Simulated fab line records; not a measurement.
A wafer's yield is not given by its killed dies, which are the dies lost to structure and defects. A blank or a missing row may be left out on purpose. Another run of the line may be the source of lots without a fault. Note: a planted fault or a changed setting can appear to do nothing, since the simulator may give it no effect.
Split-lot trial / flow berkeley_cmos170 / on a route of 331 steps: 5 lots, 23 wafers read

## ON THE SPLIT
At UCB170_PVT_COAT_01 (resist thk 900 nm), the setting spin_rpm was moved away from the recipe's 1500 rpm on 10 of the 23 wafers read, by -7.3% to +7.5%. The other wafers ran this setting at the recipe's value.

The reading comes from the split's own step.

## THE READING
KrF_of_PVT_COAT_01.thk_nm (the simulator's own value, which no gauge read), in nm, at UCB170_PVT_COAT_01 (resist thk 900 nm). No usual value for it is given in the file. The 13 wafers here that ran the recipe average 900.1 nm, standard deviation 2.5 nm.

wafer=L075.1; tool, chamber at the split=litho_track-03, 0; spin_rpm as run, rpm=1411; against the recipe=-5.9%; KrF_of_PVT_COAT_01.thk_nm, nm=927.2; against lot-mates on the recipe=+27.5
wafer=L075.2; tool, chamber at the split=litho_track-03, 0; spin_rpm as run, rpm=1500; against the recipe=recipe; KrF_of_PVT_COAT_01.thk_nm, nm=900.3; against lot-mates on the recipe=-
wafer=L075.3; tool, chamber at the split=litho_track-03, 0; spin_rpm as run, rpm=1411; against the recipe=-5.9%; KrF_of_PVT_COAT_01.thk_nm, nm=925.9; against lot-mates on the recipe=+26.2
wafer=L075.4; tool, chamber at the split=litho_track-03, 0; spin_rpm as run, rpm=1500; against the recipe=recipe; KrF_of_PVT_COAT_01.thk_nm, nm=898.8; against lot-mates on the recipe=-
wafer=L075.6; tool, chamber at the split=litho_track-03, 0; spin_rpm as run, rpm=1500; against the recipe=recipe; KrF_of_PVT_COAT_01.thk_nm, nm=899.9; against lot-mates on the recipe=-
wafer=L078.1; tool, chamber at the split=litho_track-03, 0; spin_rpm as run, rpm=1500; against the recipe=recipe; KrF_of_PVT_COAT_01.thk_nm, nm=899.7; against lot-mates on the recipe=-
wafer=L078.2; tool, chamber at the split=litho_track-03, 0; spin_rpm as run, rpm=1531; against the recipe=+2.1%; KrF_of_PVT_COAT_01.thk_nm, nm=887.3; against lot-mates on the recipe=-10.8
wafer=L078.3; tool, chamber at the split=litho_track-03, 0; spin_rpm as run, rpm=1531; against the recipe=+2.1%; KrF_of_PVT_COAT_01.thk_nm, nm=889.8; against lot-mates on the recipe=-8.3
wafer=L078.5; tool, chamber at the split=litho_track-03, 0; spin_rpm as run, rpm=1500; against the recipe=recipe; KrF_of_PVT_COAT_01.thk_nm, nm=898.3; against lot-mates on the recipe=-
wafer=L078.6; tool, chamber at the split=litho_track-03, 0; spin_rpm as run, rpm=1500; against the recipe=recipe; KrF_of_PVT_COAT_01.thk_nm, nm=896.4; against lot-mates on the recipe=-
wafer=L080.1; tool, chamber at the split=litho_track-03, 0; spin_rpm as run, rpm=1612; against the recipe=+7.5%; KrF_of_PVT_COAT_01.thk_nm, nm=863.9; against lot-mates on the recipe=-33.1
wafer=L080.2; tool, chamber at the split=litho_track-03, 0; spin_rpm as run, rpm=1500; against the recipe=recipe; KrF_of_PVT_COAT_01.thk_nm, nm=896.2; against lot-mates on the recipe=-
wafer=L080.4; tool, chamber at the split=litho_track-03, 0; spin_rpm as run, rpm=1612; against the recipe=+7.5%; KrF_of_PVT_COAT_01.thk_nm, nm=866.7; against lot-mates on the recipe=-30.3
wafer=L080.5; tool, chamber at the split=litho_track-03, 0; spin_rpm as run, rpm=1612; against the recipe=+7.5%; KrF_of_PVT_COAT_01.thk_nm, nm=865; against lot-mates on the recipe=-32.0
wafer=L080.6; tool, chamber at the split=litho_track-03, 0; spin_rpm as run, rpm=1500; against the recipe=recipe; KrF_of_PVT_COAT_01.thk_nm, nm=897.8; against lot-mates on the recipe=-
wafer=L082.2; tool, chamber at the split=litho_track-04, 0; spin_rpm as run, rpm=1500; against the recipe=recipe; KrF_of_PVT_COAT_01.thk_nm, nm=904.3; against lot-mates on the recipe=-
wafer=L082.3; tool, chamber at the split=litho_track-04, 0; spin_rpm as run, rpm=1500; against the recipe=recipe; KrF_of_PVT_COAT_01.thk_nm, nm=903.6; against lot-mates on the recipe=-
wafer=L082.6; tool, chamber at the split=litho_track-04, 0; spin_rpm as run, rpm=1500; against the recipe=recipe; KrF_of_PVT_COAT_01.thk_nm, nm=902.6; against lot-mates on the recipe=-
wafer=L085.2; tool, chamber at the split=litho_track-02, 0; spin_rpm as run, rpm=1500; against the recipe=recipe; KrF_of_PVT_COAT_01.thk_nm, nm=900.8; against lot-mates on the recipe=-
wafer=L085.3; tool, chamber at the split=litho_track-02, 0; spin_rpm as run, rpm=1391; against the recipe=-7.3%; KrF_of_PVT_COAT_01.thk_nm, nm=935.6; against lot-mates on the recipe=+34.1
wafer=L085.4; tool, chamber at the split=litho_track-02, 0; spin_rpm as run, rpm=1500; against the recipe=recipe; KrF_of_PVT_COAT_01.thk_nm, nm=902.1; against lot-mates on the recipe=-
wafer=L085.5; tool, chamber at the split=litho_track-02, 0; spin_rpm as run, rpm=1391; against the recipe=-7.3%; KrF_of_PVT_COAT_01.thk_nm, nm=936; against lot-mates on the recipe=+34.5
wafer=L085.6; tool, chamber at the split=litho_track-02, 0; spin_rpm as run, rpm=1391; against the recipe=-7.3%; KrF_of_PVT_COAT_01.thk_nm, nm=933; against lot-mates on the recipe=+31.5

THE FIT
A straight line over all 23 wafers: KrF_of_PVT_COAT_01.thk_nm changes by -4.7 nm for each +1% of spin_rpm; r = -0.99; the points scatter about the line by 2.2 nm.
The same after taking each lot's own level away (the mean of its wafers on the recipe; 23 wafers): -4.44 nm for each +1%; r = -1.00; scatter 1.2 nm.
On that fit, the largest move of spin_rpm shifts the reading by 33 nm.
The span of the lots' own levels, 897.00 to 903.50 nm, comes to 2.6 times the standard deviation stated above.
The two slopes are in agreement: the lot-to-lot level therefore moves the slope only a little.
Check: -32.8 nm against its lot-mates is what the line predicts for one of the wafers moved furthest among these (+7.5%) when that wafer is left out of the fit. Against them it came out at -33.1 nm.

## OTHER SPLITS APPLIED TO THESE WAFERS
Other splits were also applied to these wafers ahead of the reading. Each is held against what the fit with the lots' levels taken away leaves over:
other split on the same wafers=UCB170_START_OXIDATION_02 temp_c; wafers away from the commonest value=18; r with KrF_of_PVT_COAT_01.thk_nm (lot level and that fit taken away)=-0.07
other split on the same wafers=UCB170_NWELL_COAT_07 resist_thk_nm; wafers away from the commonest value=11; r with KrF_of_PVT_COAT_01.thk_nm (lot level and that fit taken away)=+0.19
other split on the same wafers=UCB170_NWELL_DEVELOP_11 dev_temp_c; wafers away from the commonest value=6; r with KrF_of_PVT_COAT_01.thk_nm (lot level and that fit taken away)=+0.00
other split on the same wafers=UCB170_PWELL_CVD_05 temp_c; wafers away from the commonest value=10; r with KrF_of_PVT_COAT_01.thk_nm (lot level and that fit taken away)=-0.04
other split on the same wafers=UCB170_PWELL_ETCH_14 time_s; wafers away from the commonest value=9; r with KrF_of_PVT_COAT_01.thk_nm (lot level and that fit taken away)=+0.35
other split on the same wafers=UCB170_ACTIVE_OXIDATION_02 temp_c; wafers away from the commonest value=18; r with KrF_of_PVT_COAT_01.thk_nm (lot level and that fit taken away)=-0.05
other split on the same wafers=UCB170_SCREENOX_OXIDATION_01 temp_c; wafers away from the commonest value=10; r with KrF_of_PVT_COAT_01.thk_nm (lot level and that fit taken away)=+0.08
other split on the same wafers=UCB170_NVT_IMPLANT_07 energy_kev; wafers away from the commonest value=8; r with KrF_of_PVT_COAT_01.thk_nm (lot level and that fit taken away)=+0.11

## THE WHOLE CHAIN: every reading that the file lists as answering this split, in the file's order
step=UCB170_PVT_COAT_01; what it does=resist thk 900 nm; reading=KrF_of_PVT_COAT_01.thk_nm (the simulator's own value, which no gauge read); change (the file's fit)=-4.46 nm for each +1% of the setting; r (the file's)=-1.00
step=UCB170_PVT_STRIP_08; what it does=strips in O2; reading=strip_time_to_endpoint_s; change (the file's fit)=withheld for each +1% of the setting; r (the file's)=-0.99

## FILE'S OWN FIT
KrF_of_PVT_COAT_01.thk_nm changes by -4.46 nm for each +1% of spin_rpm, r = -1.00.
